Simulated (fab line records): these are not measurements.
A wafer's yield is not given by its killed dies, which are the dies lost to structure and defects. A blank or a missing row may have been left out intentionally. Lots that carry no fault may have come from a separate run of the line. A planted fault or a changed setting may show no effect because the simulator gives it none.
fab line records + flow berkeley-cmos170 + part 2 of 2: steps 30 to 39 of 39
record
- lots=5
- wafers=15
- last-day=13
route steps=331 shown PWELL@40 WELLDRIVE@55 ACTIVE@60
lots that met no fault: from a run of the same line without faults
start-h: the number of hours between the record's first day and the start of the first shown wafer of the lot + wait-h: hours since the lot's step before + " unchanged from the row above + L1.1+2: several wafers, shown together as one row + - no value, or no start was given + * or withheld: withheld + < > ~ a bound
route shown NAME@n: a module of which the file shows steps, and the number in the route of the first + usual: mean and standard deviation over wafers with no fault + same: alike in all rows + chamber/n: place in a boat + sites: each site's reading + _std_site: how widely they spread, as a standard deviation + _edge_site: outer sites' mean less inner sites' + radius-mm: for every site, how far away it sits from the centre of the wafer + mask NAME#n: copy n + behind: the last tool/chamber to shape the wafer + hold: the reason the lot was held/the length of the hold in hours/how it ended + device: the transistor (n, p or np) that didn't switch + end of line: tests run on the same wafers once the route is complete + where a step has no rows: the recipe by itself + killed: dies that structure and defects cost at the first sort, which is not the same as the wafer's yield + map: a wafer's dies, marking killed ones x, the rest . and places with no die _
set.NAME: the setting that was run; set.NAME@STEP: the one run at that earlier step + model.NAME: the simulator's own value behind a step, which no gauge read
a table for each step, a row for each wafer; lots at some steps of the route
services: the hour from which a tool's chamber was out of use, counted from the record's first day as start-h (under 0 if before that day), plus the number of hours and why
## steps
# step UCB170_ACTIVE_SOFTBAKE_09
# recipe
- resist=KrF
- temp-c=130
- time-s=60
# usual
- heater-power-total-W=56.80/0.041
| lot.wafer | tool           | chamber | start-h | wait-h | heater-power-total-W |
|-----------|----------------|---------|---------|--------|----------------------|
| L076.2    | litho-track-03 | 0       | 91.47   | 0.1    | 56.73                |
| L076.3    | "              | 0       | "       | "      | 56.76                |
| L076.6    | "              | 0       | "       | "      | 56.82                |
| L081.1    | litho-track-04 | 0       | 136.86  | 0.1    | 56.83                |
| L081.2    | "              | 0       | "       | "      | 56.75                |
| L081.4    | "              | 0       | "       | "      | 56.82                |
| L086.2    | litho-track-04 | 0       | 151.10  | 0.1    | 56.76                |
| L086.4    | "              | 0       | "       | "      | 56.78                |
| L086.5    | "              | 0       | "       | "      | 56.80                |
| L090.1    | litho-track-03 | 0       | 180.76  | 0.1    | 56.72                |
| L090.5    | "              | 0       | "       | "      | 56.78                |
| L090.6    | "              | 0       | "       | "      | 56.81                |
| L093.2    | litho-track-03 | 0       | 201.90  | 0.1    | 56.93                |
| L093.3    | "              | 0       | "       | "      | 56.76                |
| L093.6    | "              | 0       | "       | "      | 56.77                |
# step UCB170_ACTIVE_EXPOSE_10
# recipe
- mask-id=ACTIVE
- target-cd-nm=1200
- na=0.5
- sigma-outer=0.6
- source-shape=conventional
- dose-mj=20
| lot.wafer  | tool           | chamber | start-h | wait-h | mask     |
|------------|----------------|---------|---------|--------|----------|
| L076.2+3+6 | krf-scanner-01 | 0       | 91.85   | 0.4    | ACTIVE#0 |
| L081.1+2+4 | krf-scanner-01 | 0       | 137.01  | 0.1    | ACTIVE#0 |
| L086.2+4+5 | krf-scanner-02 | 0       | 151.46  | 0.3    | ACTIVE#0 |
| L090.1+5+6 | krf-scanner-01 | 0       | 180.91  | 0.1    | ACTIVE#0 |
| L093.2+3+6 | krf-scanner-02 | 0       | 202.05  | 0.1    | ACTIVE#0 |
# step UCB170_ACTIVE_PEB_11
# recipe
- peb-temp-c=130
- peb-time-s=withheld
- resist=KrF
# usual
- heater-power-total-W=56.80/0.044
| lot.wafer | tool           | chamber | start-h | wait-h | heater-power-total-W |
|-----------|----------------|---------|---------|--------|----------------------|
| L076.2    | litho-track-03 | 0       | 92.17   | 0.3    | 56.83                |
| L076.3    | "              | 0       | "       | "      | 56.85                |
| L076.6    | "              | 0       | "       | "      | 56.79                |
| L081.1    | litho-track-02 | 0       | 137.13  | 0.1    | 56.71                |
| L081.2    | "              | 0       | "       | "      | 56.84                |
| L081.4    | "              | 0       | "       | "      | 56.77                |
| L086.2    | litho-track-02 | 0       | 151.67  | 0.2    | 56.83                |
| L086.4    | "              | 0       | "       | "      | 56.76                |
| L086.5    | "              | 0       | "       | "      | 56.79                |
| L090.1    | litho-track-04 | 0       | 181.03  | 0.1    | 56.84                |
| L090.5    | "              | 0       | "       | "      | 56.76                |
| L090.6    | "              | 0       | "       | "      | 56.78                |
| L093.2    | litho-track-02 | 0       | 202.49  | 0.4    | 56.79                |
| L093.3    | "              | 0       | "       | "      | 56.83                |
| L093.6    | "              | 0       | "       | "      | 56.79                |
# step UCB170_ACTIVE_DEVELOP_12
# recipe
- developer=TMAH
- develop-time-s=45
- resist=KrF
- dev-temp-c=21
| lot.wafer  | tool           | chamber | start-h | wait-h |
|------------|----------------|---------|---------|--------|
| L076.2+3+6 | litho-track-03 | 0       | -       | -      |
| L081.1+2+4 | litho-track-02 | 0       | -       | -      |
| L086.2+4+5 | litho-track-02 | 0       | -       | -      |
| L090.1+5+6 | litho-track-04 | 0       | -       | -      |
| L093.2+3+6 | litho-track-02 | 0       | -       | -      |
# step UCB170_ACTIVE_CD_MEAS_13
# recipe
- target-cd-nm=1200
# usual
- cd-nm=1199.6/1.3
| lot.wafer | tool      | chamber | start-h | wait-h | cd-nm  |
|-----------|-----------|---------|---------|--------|--------|
| L076.2    | cd-sem-02 | -       | 92.44   | -      | 1201.4 |
| L076.3    | "         | -       | "       | "      | 1201.4 |
| L076.6    | "         | -       | "       | "      | 1200.1 |
| L081.1    | cd-sem-02 | -       | 137.40  | -      | 1198.7 |
| L081.2    | "         | -       | "       | "      | 1198.9 |
| L081.4    | "         | -       | "       | "      | 1199.8 |
| L086.2    | cd-sem-01 | -       | 151.94  | -      | 1198.5 |
| L086.4    | "         | -       | "       | "      | 1200.1 |
| L086.5    | "         | -       | "       | "      | 1199.7 |
| L090.1    | cd-sem-02 | -       | 181.30  | -      | 1199.3 |
| L090.5    | "         | -       | "       | "      | 1198.3 |
| L090.6    | "         | -       | "       | "      | 1197.9 |
| L093.2    | cd-sem-01 | -       | 202.76  | -      | 1197.9 |
| L093.3    | "         | -       | "       | "      | 1199.4 |
| L093.6    | "         | -       | "       | "      | 1198.5 |
# step UCB170_ACTIVE_OVL_MEAS_14
# usual
- ACTIVE_OVL=-2/5.9
| lot.wafer | tool       | chamber | start-h | wait-h | ACTIVE_OVL[nm] |
|-----------|------------|---------|---------|--------|----------------|
| L076.2    | overlay-01 | -       | 92.54   | 0.1    | 2              |
| L076.3    | "          | -       | "       | "      | 5              |
| L076.6    | "          | -       | "       | "      | 3              |
| L081.1    | overlay-02 | -       | 137.52  | 0.1    | -12            |
| L081.2    | "          | -       | "       | "      | -7             |
| L081.4    | "          | -       | "       | "      | -10            |
| L086.2    | overlay-02 | -       | 152.05  | 0.1    | -5             |
| L086.4    | "          | -       | "       | "      | 3              |
| L086.5    | "          | -       | "       | "      | -1             |
| L090.1    | overlay-01 | -       | 181.42  | 0.1    | -8             |
| L090.5    | "          | -       | "       | "      | -8             |
| L090.6    | "          | -       | "       | "      | -7             |
| L093.2    | overlay-02 | -       | 202.87  | 0.1    | -2             |
| L093.3    | "          | -       | "       | "      | -4             |
| L093.6    | "          | -       | "       | "      | 0              |
# step UCB170_ACTIVE_ETCH_15
# recipe
- chemistry=CH3F/Ar/O2
- target=Si3N4
- stop-on=SiO2
- CH3F_flow_sccm=20
- Ar_flow_sccm=50
- O2_flow_sccm=7
- pressure-mtorr=50
- rf-w=450
- target-depth-a=2420
- over-etch-frac=0.1
- time-s=151
# usual
- chamber-pressure-mTorr=50.00/0.04
- drypump-motor-current-A=5.9/0.39
- oes-product-au=0.937/0.014
- throttle-valve-pct=8.08/0.16
| lot.wafer | tool        | chamber | start-h | wait-h | chamber-pressure-mTorr | drypump-motor-current-A | oes-product-au | rf-hours-counter-h | throttle-valve-pct |
|-----------|-------------|---------|---------|--------|------------------------|-------------------------|----------------|--------------------|--------------------|
| L076.2    | rie-diel-01 | 2       | 92.57   | 0.0    | 49.96                  | 5.8                     | 0.930          | 33                 | 7.94               |
| L076.3    | "           | 0       | "       | "      | 49.99                  | 6.1                     | 0.961          | 100                | 8.17               |
| L076.6    | "           | 3       | "       | "      | 50.00                  | 6.0                     | 0.939          | -                  | 8.01               |
| L081.1    | rie-diel-01 | 2       | 137.56  | 0.0    | 49.98                  | 5.7                     | 0.921          | 35                 | 7.93               |
| L081.2    | "           | 1       | "       | "      | 49.94                  | 4.9                     | 0.918          | 134                | 8.24               |
| L081.4    | "           | 0       | "       | "      | 49.94                  | 6.1                     | 0.940          | 102                | 8.18               |
| L086.2    | rie-diel-01 | 2       | 152.08  | 0.0    | 50.04                  | 5.8                     | 0.932          | 36                 | 7.93               |
| L086.4    | "           | 0       | "       | "      | 49.97                  | 6.1                     | 0.963          | 103                | 8.17               |
| L086.5    | "           | 0       | "       | "      | 49.94                  | 6.1                     | 0.968          | -                  | 8.16               |
| L090.1    | rie-diel-04 | 2       | 181.46  | 0.0    | 50.01                  | 5.5                     | 0.945          | 8                  | 8.03               |
| L090.5    | "           | 1       | "       | "      | 49.99                  | 5.8                     | 0.921          | -                  | 8.00               |
| L090.6    | "           | 2       | "       | "      | 49.97                  | 5.5                     | 0.936          | -                  | 8.04               |
| L093.2    | rie-diel-02 | 3       | 202.90  | 0.0    | 50.05                  | 6.3                     | 0.918          | 15                 | 8.20               |
| L093.3    | "           | 2       | "       | "      | 50.04                  | 6.4                     | 0.954          | 43                 | 8.34               |
| L093.6    | "           | 3       | "       | "      | 50.00                  | 6.4                     | 0.928          | -                  | 8.18               |
# step UCB170_ACTIVE_STRIP_16
# recipe
- chemistry=O2
- power-w=400
- pressure-mtorr=3500
- platen-temp-c=withheld
- o2-flow-sccm=400
- overash-fraction=0.5
# usual
- chamber-pressure-mTorr=3500/3.2
- drypump-motor-current-A=5.9/0.32
- o2-flow-sccm=400.2/1.1
- oes-product-au=0.721/0.004
- strip-time-to-endpoint-s=18.10/0.063
| lot.wafer | tool            | chamber | start-h | wait-h | chamber-pressure-mTorr | drypump-motor-current-A | o2-flow-sccm | oes-product-au | rf-hours-counter-h | strip-time-to-endpoint-s |
|-----------|-----------------|---------|---------|--------|------------------------|-------------------------|--------------|----------------|--------------------|--------------------------|
| L076.2    | plasma-asher-03 | 1       | 92.67   | 0.1    | 3501                   | 5.6                     | 399.6        | 0.714          | 36                 | 17.91                    |
| L076.3    | "               | 0       | "       | "      | 3504                   | 5.4                     | 399.0        | 0.724          | -                  | 17.96                    |
| L076.6    | "               | 0       | "       | "      | 3503                   | 5.4                     | 401.5        | 0.723          | -                  | 17.97                    |
| L081.1    | plasma-asher-03 | 1       | 137.66  | 0.1    | 3505                   | 5.6                     | 398.0        | 0.719          | 2                  | 18.16                    |
| L081.2    | "               | 0       | "       | "      | 3500                   | 5.4                     | 401.2        | 0.721          | 2                  | 18.10                    |
| L081.4    | "               | 1       | "       | "      | 3504                   | 5.6                     | 399.7        | 0.724          | -                  | 18.11                    |
| L086.2    | plasma-asher-02 | 0       | 152.18  | 0.1    | 3498                   | 5.7                     | 399.1        | 0.717          | 42                 | 18.04                    |
| L086.4    | "               | 0       | "       | "      | 3493                   | 5.7                     | 398.3        | 0.725          | -                  | 18.07                    |
| L086.5    | "               | 0       | "       | "      | 3499                   | 5.7                     | 399.6        | 0.714          | -                  | 18.07                    |
| L090.1    | plasma-asher-02 | 1       | 181.56  | 0.1    | 3503                   | 6.2                     | 400.2        | 0.725          | 45                 | 18.02                    |
| L090.5    | "               | 1       | "       | "      | 3503                   | 6.2                     | 401.0        | 0.721          | -                  | 18.14                    |
| L090.6    | "               | 0       | "       | "      | 3494                   | 5.7                     | 400.0        | 0.720          | -                  | 18.01                    |
| L093.2    | plasma-asher-03 | 1       | 203.00  | 0.1    | 3500                   | 5.6                     | 400.7        | 0.725          | 9                  | 18.01                    |
| L093.3    | "               | 0       | "       | "      | 3505                   | 5.5                     | 399.1        | 0.722          | -                  | 18.11                    |
| L093.6    | "               | 0       | "       | "      | 3498                   | 5.4                     | 401.1        | 0.720          | -                  | 18.01                    |
# step UCB170_ACTIVE_CD_MEAS_90
# recipe
- target-cd-nm=1200
# usual
- cd-nm=1199.5/1.3
| lot.wafer | tool      | chamber | start-h | wait-h | cd-nm  |
|-----------|-----------|---------|---------|--------|--------|
| L076.2    | cd-sem-01 | -       | 92.81   | 0.1    | 1201.3 |
| L076.3    | "         | -       | "       | "      | 1201.5 |
| L076.6    | "         | -       | "       | "      | 1200.0 |
| L081.1    | cd-sem-02 | -       | 137.76  | 0.1    | 1198.7 |
| L081.2    | "         | -       | "       | "      | 1199.4 |
| L081.4    | "         | -       | "       | "      | 1199.5 |
| L086.2    | cd-sem-01 | -       | 152.30  | 0.1    | 1198.3 |
| L086.4    | "         | -       | "       | "      | 1199.5 |
| L086.5    | "         | -       | "       | "      | 1199.3 |
| L090.1    | cd-sem-01 | -       | 181.66  | 0.1    | 1199.4 |
| L090.5    | "         | -       | "       | "      | 1198.8 |
| L090.6    | "         | -       | "       | "      | 1197.6 |
| L093.2    | cd-sem-01 | -       | 203.16  | 0.1    | 1198.1 |
| L093.3    | "         | -       | "       | "      | 1199.9 |
| L093.6    | "         | -       | "       | "      | 1198.6 |
# step UCB170_ACTIVE_CLEAN_17
# recipe
- chemistry=SPM
- temp-c=120
- time-s=600
# usual
- bath-guard-temp-C=119.9/0.39
| lot.wafer | tool         | chamber | start-h | wait-h | bath-guard-temp-C |
|-----------|--------------|---------|---------|--------|-------------------|
| L076.2    | wet-bench-01 | 1       | 93.02   | 0.2    | 119.7             |
| L076.3    | "            | 1       | "       | "      | 120.0             |
| L076.6    | "            | 1       | "       | "      | 120.2             |
| L081.1    | wet-bench-03 | 0       | 137.88  | 0.1    | 119.5             |
| L081.2    | "            | 0       | "       | "      | 120.2             |
| L081.4    | "            | 0       | "       | "      | 119.8             |
| L086.2    | wet-bench-02 | 3       | 154.66  | 2.3    | 120.2             |
| L086.4    | "            | 3       | "       | "      | 120.2             |
| L086.5    | "            | 3       | "       | "      | 120.4             |
| L090.1    | wet-bench-02 | 3       | 181.78  | 0.1    | 120.1             |
| L090.5    | "            | 3       | "       | "      | 120.3             |
| L090.6    | "            | 3       | "       | "      | 120.5             |
| L093.2    | wet-bench-01 | 3       | 203.38  | 0.2    | 120.2             |
| L093.3    | "            | 3       | "       | "      | 120.1             |
| L093.6    | "            | 3       | "       | "      | 119.9             |
## services
| tool            | chamber | start-h | hours | kind   |
|-----------------|---------|---------|-------|--------|
| plasma-asher-01 | -       | 44.35   | 1.9   | repair |
| krf-scanner-01  | -       | 53.74   | 0.8   | pm     |
| krf-scanner-01  | -       | 56.71   | 1.0   | pm     |
| rie-diel-01     | 3       | 59.71   | 15.2  | repair |
| rie-diel-01     | -       | 61.66   | 2.8   | pm     |
| rie-diel-01     | 0       | 68.04   | 8.2   | repair |
| furnace-04      | -       | 80.75   | 3.1   | pm     |
| lpcvd-01        | -       | 94.09   | 1.7   | repair |
| furnace-04      | -       | 95.24   | 3.9   | pm     |
| krf-scanner-02  | -       | 95.46   | 0.8   | pm     |
| rie-diel-04     | 0       | 100.17  | 12.3  | repair |
| furnace-01      | -       | 101.79  | 15.3  | pm     |
| plasma-asher-03 | -       | 106.32  | 1.1   | repair |
| furnace-04      | -       | 123.85  | 8.0   | pm     |
| rie-diel-04     | 0       | 132.94  | 4.9   | repair |
| krf-scanner-02  | -       | 145.66  | 1.3   | pm     |
| krf-scanner-01  | -       | 154.14  | 6.0   | pm     |
| rie-diel-04     | 1       | 154.96  | 10.1  | repair |
| krf-scanner-01  | -       | 164.34  | 1.3   | pm     |
| plasma-asher-01 | -       | 173.28  | 1.4   | repair |
| krf-scanner-02  | -       | 186.40  | 0.8   | pm     |
| rie-diel-04     | 0       | 187.62  | 7.2   | repair |
| furnace-01      | -       | 191.31  | 3.2   | pm     |
| krf-scanner-01  | -       | 198.49  | 3.6   | pm     |
